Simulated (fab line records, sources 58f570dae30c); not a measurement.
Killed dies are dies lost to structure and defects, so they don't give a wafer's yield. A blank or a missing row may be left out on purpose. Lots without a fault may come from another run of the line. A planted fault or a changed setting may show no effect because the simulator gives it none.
Split-lot experiment | flow berkeley_cmos170 | 5 lots, 23 wafers read, on a route of 331 steps

THE SPLIT
At UCB170_NLDD_IMPLANT_08, the setting energy_kev was moved away from the recipe's 30 on 9 of the 23 wafers read, by -3.4% to +3.3%. The other wafers ran this setting at the recipe's value.

The reading is taken at the split's own step.

THE READING
implant.drp_nm (the simulator's own value, which no gauge read), in nm, at UCB170_NLDD_IMPLANT_08. The file gives no usual value for it.

wafer  | tool, chamber at the split | energy_kev as run | against the recipe | implant.drp_nm, nm | against lot-mates on the recipe
L076.1 | implanter-03, 0            | 28.99             | -3.4%              | 9.374              | -0.237
L076.4 | implanter-03, 0            | 28.99             | -3.4%              | 9.374              | -0.237
L076.5 | implanter-03, 0            | 28.99             | -3.4%              | 9.374              | -0.237
L076.2 | implanter-03, 0            | 30                | recipe             | 9.611              | -
L076.3 | implanter-03, 0            | 30                | recipe             | 9.611              | -
L080.2 | implanter-02, 0            | 30                | recipe             | 9.611              | -
L080.3 | implanter-02, 0            | 30                | recipe             | 9.611              | -
L080.6 | implanter-02, 0            | 30                | recipe             | 9.611              | -
L081.1 | implanter-01, 0            | 30.57             | +1.9%              | 9.744              | +0.133
L081.4 | implanter-01, 0            | 30.57             | +1.9%              | 9.744              | +0.133
L081.3 | implanter-01, 0            | 30                | recipe             | 9.611              | -
L081.5 | implanter-01, 0            | 30                | recipe             | 9.611              | -
L081.6 | implanter-01, 0            | 30                | recipe             | 9.611              | -
L085.1 | implanter-02, 0            | 30                | recipe             | 9.611              | -
L085.2 | implanter-02, 0            | 30                | recipe             | 9.611              | -
L085.6 | implanter-02, 0            | 30                | recipe             | 9.611              | -
L085.3 | implanter-02, 0            | 31                | +3.3%              | 9.844              | +0.233
L085.4 | implanter-02, 0            | 31                | +3.3%              | 9.844              | +0.233
L084.1 | implanter-03, 0            | 30                | recipe             | 9.611              | -
L084.4 | implanter-03, 0            | 30                | recipe             | 9.611              | -
L084.6 | implanter-03, 0            | 30                | recipe             | 9.611              | -
L084.2 | implanter-03, 0            | 30.77             | +2.6%              | 9.791              | +0.180
L084.3 | implanter-03, 0            | 30.77             | +2.6%              | 9.791              | +0.180

THE FIT
A straight line over all 23 wafers: implant.drp_nm changes by +0.0702 nm for each +1% of energy_kev; r = +1.00; the points scatter about the line by 0.00035 nm.
The same after taking each lot's own level away (the mean of its wafers on the recipe; 23 wafers): +0.0702 nm for each +1%; r = +1.00; scatter 0.00035 nm.
On that fit, the largest move of energy_kev shifts the reading by 0.24 nm.
The lots' own levels span 9.6110 to 9.6110 nm.
So the lot-to-lot level changes the slope little: the two slopes agree.
Check: with one of the wafers moved furthest among these (-3.4%) left out of the fit, the line predicts -0.236 nm for it against its lot-mates. It came out at -0.237 nm against them.

OTHER SPLITS ON THESE WAFERS
These wafers also went through other splits before the reading. Each is held against what the fit with the lots' levels taken away leaves over:
other split on the same wafers          | wafers away from the commonest value | r with implant.drp_nm (lot level and that fit taken away)
UCB170_ZERO_COAT_01 spin_rpm            | 5                                    | -0.06
UCB170_ZERO_ETCH_06 rf_w                | 8                                    | +0.11
UCB170_PWELL_IMPLANT_15 energy_kev      | 5                                    | +0.42
UCB170_WELLDRIVE_OXIDATION_01 ox_time_s | 18                                   | -0.42
UCB170_ACTIVE_OXIDATION_02 temp_c       | 5                                    | +0.33
UCB170_ACTIVE_SOFTBAKE_09 time_s        | 9                                    | -0.18
UCB170_PFIELD_IMPLANT_07 energy_kev     | 10                                   | -0.32
UCB170_GATE_OXIDATION_01 ox_time_s      | 15                                   | +0.09

THE WHOLE CHAIN: every reading that the file lists as answering this split, in the file's order
step                   | what it does | reading                                                         | change (the file's fit)                | r (the file's)
UCB170_NLDD_IMPLANT_08 |              | implant.rp_nm (the simulator's own value, which no gauge read)  | +0.164 nm for each +1% of the setting  | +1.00
UCB170_NLDD_IMPLANT_08 |              | implant.drp_nm (the simulator's own value, which no gauge read) | +0.0701 nm for each +1% of the setting | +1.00

THE FILE'S OWN FIT
implant.drp_nm changes by +0.0701 nm for each +1% of energy_kev, r = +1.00.
